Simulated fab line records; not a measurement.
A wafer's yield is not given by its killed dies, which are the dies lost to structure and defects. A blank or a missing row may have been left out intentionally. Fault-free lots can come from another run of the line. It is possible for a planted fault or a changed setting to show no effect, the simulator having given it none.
A struck lot beside a sound one -- flow rit cmos -- 14 steps out of a route of 202
Sound: these wafers, L555.2, L555.4, L555.5. The struck wafers were L572.2, L572.5, L572.6. At the end, the cause is stated.
For every step that has rows: the tool of each side, followed by ch and its chambers, followed by its first start. Under that, the readings that differ: sound wafers -- struck wafers -- difference of the means -- sigmas: that difference in standard deviations of wafers without a fault.
alike: a reading whose means differ by less than 2 such deviations, as well as words and numbers matching on both sides. not compared: withheld readings; readings where some wafer has no value; bounds like >300 that might hide an equal value; numbers whose values overlap and for which the record gives no deviation.
Wherever a step has rows on one side only, a row that says differs or no value, or a row with sigmas, the two part there. Numbers that have no deviation but don't overlap get no sigmas and don't part them. A reading missing from all wafers of one side parts the sides only when that side holds two or more wafers.

RIT_SILICIDE_RS_MEAS_02: the measuring method here is four-point-probe.
  sound on film metro-04, day 4 06:48; struck on film metro-02, day 7 16:43
  alike: SILICIDE_TI_RS
RIT_SILICIDE_THK_MEAS_03: measures by xrf.
  sound on film metro-04, day 4 06:55; struck on film metro-02, day 7 16:49
  alike: SILICIDE_TI_THK
RIT_SILICIDE_RTA_04: time 10 s, ramp up 5 s, ramp down 5 s.
  sound on rtp anneal-02 ch 0, day 4 06:58; struck on rtp anneal-01 ch 0, day 7 16:53
  alike: wafer_temp_C_max
then, 1 step without rows for these wafers: RIT_SILICIDE_WET_ETCH_05 (etches Ti in SPM, time 120 s).
RIT_SILICIDE_RTA_06: time 10.37 s, ramp up 5 s, ramp down 10 s.
  sound on rtp anneal-01 ch 0, day 4 07:05; struck on rtp anneal-02 ch 0, day 7 16:59
  alike: wafer_temp_C_max
RIT_CONTACT_CVD_00: deposits SiO2 from TEOS, target thk 400 nm, time 61 s.
  sound on pecvd-03 ch 0,1, day 4 07:08; struck on pecvd-03 ch 0,2, day 7 17:02
  alike: heater power w
RIT_CONTACT_THK_MEAS_01:
  sound on film metro-03, day 4 07:14; struck on film metro-01, day 7 17:06
  alike: CONTACT_TEOS_THK
then, 5 steps without rows for these wafers: RIT_CONTACT_HMDS_02 (prime time 60 s); RIT_CONTACT_COAT_03 (resist thk 1000 nm); RIT_CONTACT_SOFTBAKE_04 (time 60 s); RIT_CONTACT_EXPOSE_05 (exposes mask M11, target cd 1000 nm); RIT_CONTACT_PEB_06.
RIT_CONTACT_DEVELOP_07: develop time 120 s.
  sound on litho track-03 ch 0, day 4 08:00; struck on litho track-01, day 7 18:00
  no value came back on the struck wafers for chill plate temp C (C), develop time s (s); on the sound wafers chill plate temp C (C) reads 22.95 22.93 23.01
RIT_CONTACT_CD_MEAS_08: target cd 1000 nm.
  sound on cd sem-02, day 4 08:16; struck on cd sem-01, day 7 18:27
reading,sound,struck,difference,sigmas
cd nm (nm),997.8 1000.1 998.0,- - -,no value on the struck wafers,

WHERE THEY PART
Last at RIT_CONTACT_CD_MEAS_08 as far as this record goes, first at RIT_CONTACT_DEVELOP_07.

WHY: the cause the simulator had injected
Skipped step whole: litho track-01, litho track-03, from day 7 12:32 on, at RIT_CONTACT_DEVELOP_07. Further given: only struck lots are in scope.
